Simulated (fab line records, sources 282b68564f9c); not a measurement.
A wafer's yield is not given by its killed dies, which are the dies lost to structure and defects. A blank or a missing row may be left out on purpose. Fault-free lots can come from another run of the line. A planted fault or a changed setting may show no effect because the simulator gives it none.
Problem report, 8D (eight disciplines) form, completed by code | flow rit_cmos | the parts of the form that need people (team, actions taken, sign-off) are left out

== 1. WHAT WENT WRONG ==
run_length_s at RIT_SDANNEAL_CLEAN_00 reads a mean of 540 s on 6 wafers of 2 lots; wafers without a fault read 628 s with a standard deviation of 3.6. That is -24 standard deviations from the usual mean.
The step: cleans in SC1, time 600 s.
Seen first at day 5 17:38 on wet_bench-02, wafer L202.4. The record holds 42 wafers of 14 lots with a number at this step. By rule, "out" or "out of limits" means more than 4 standard deviations away from the usual mean. All remaining wafers that have a number are taken as sound.

== 2. WHAT IT IS; WHAT IT IS NOT ==
question                    | is                     | is not
which readings at this step | run_length_s           | -
which lots                  | L202, L203             | L189, L191, L192, L193, L194, L196, L198, L199, L200, L209, L210, L212
which wafers of those lots  | all that have a number | -
read on which tools         | wet_bench-02           | wet_bench-01, wet_bench-04
when                        | from day 5 17:38       | up to then (27 sound wafers); but 9 sound wafers of L209, L210, L212 came after

== 3. SUSPECTS, AND WHAT RULES EACH OUT ==
Counting: a tool stays on the suspect list if, at a process step up to the reading, it processed all lots that are out and no sound lot following the first of them.
- wet_bench-02 at RIT_SDANNEAL_CLEAN_00 (cleans in SC1, time 600 s): kept. Every lot that is out went through it, starting with L202 (day 5 17:38), and after that it ran no sound lot; the last sound lot it ran before then is L200 (day 5 07:23). Out on those wafers are its own readings of run_length_s.
Remaining after the count: wet_bench-02 at RIT_SDANNEAL_CLEAN_00.

== 4. THE CAUSE (what the simulator had put in) ==
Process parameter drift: wet_bench-02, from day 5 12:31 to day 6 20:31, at RIT_SDANNEAL_CLEAN_00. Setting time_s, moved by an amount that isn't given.
After counting, this tool was the only one left.

== 5. THE EFFECT CHAIN, in route order ==
Each row: a reading where the mean over the struck wafers with a number is more than 3 standard deviations away from the usual. Readings are gone through only where the record gives a usual standard deviation; hours: the median, over the lots, of the time from a lot's start at the first step in this table giving one to that lot's start at this step; sigmas: the change measured in usual standard deviations.
hours | step                  | reading      | usual | on struck wafers | change | sigmas
0     | RIT_SDANNEAL_CLEAN_00 | run_length_s | 628 s | 540              | -88    | -24
It contains these process steps:
- RIT_SDANNEAL_CLEAN_00: cleans in SC1, time 600 s.

== 6. HOW IT WOULD HAVE BEEN CAUGHT EARLIER ==
In this record the first reading out of limits was taken at day 5 17:38, 5 hours after the fault began at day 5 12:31.
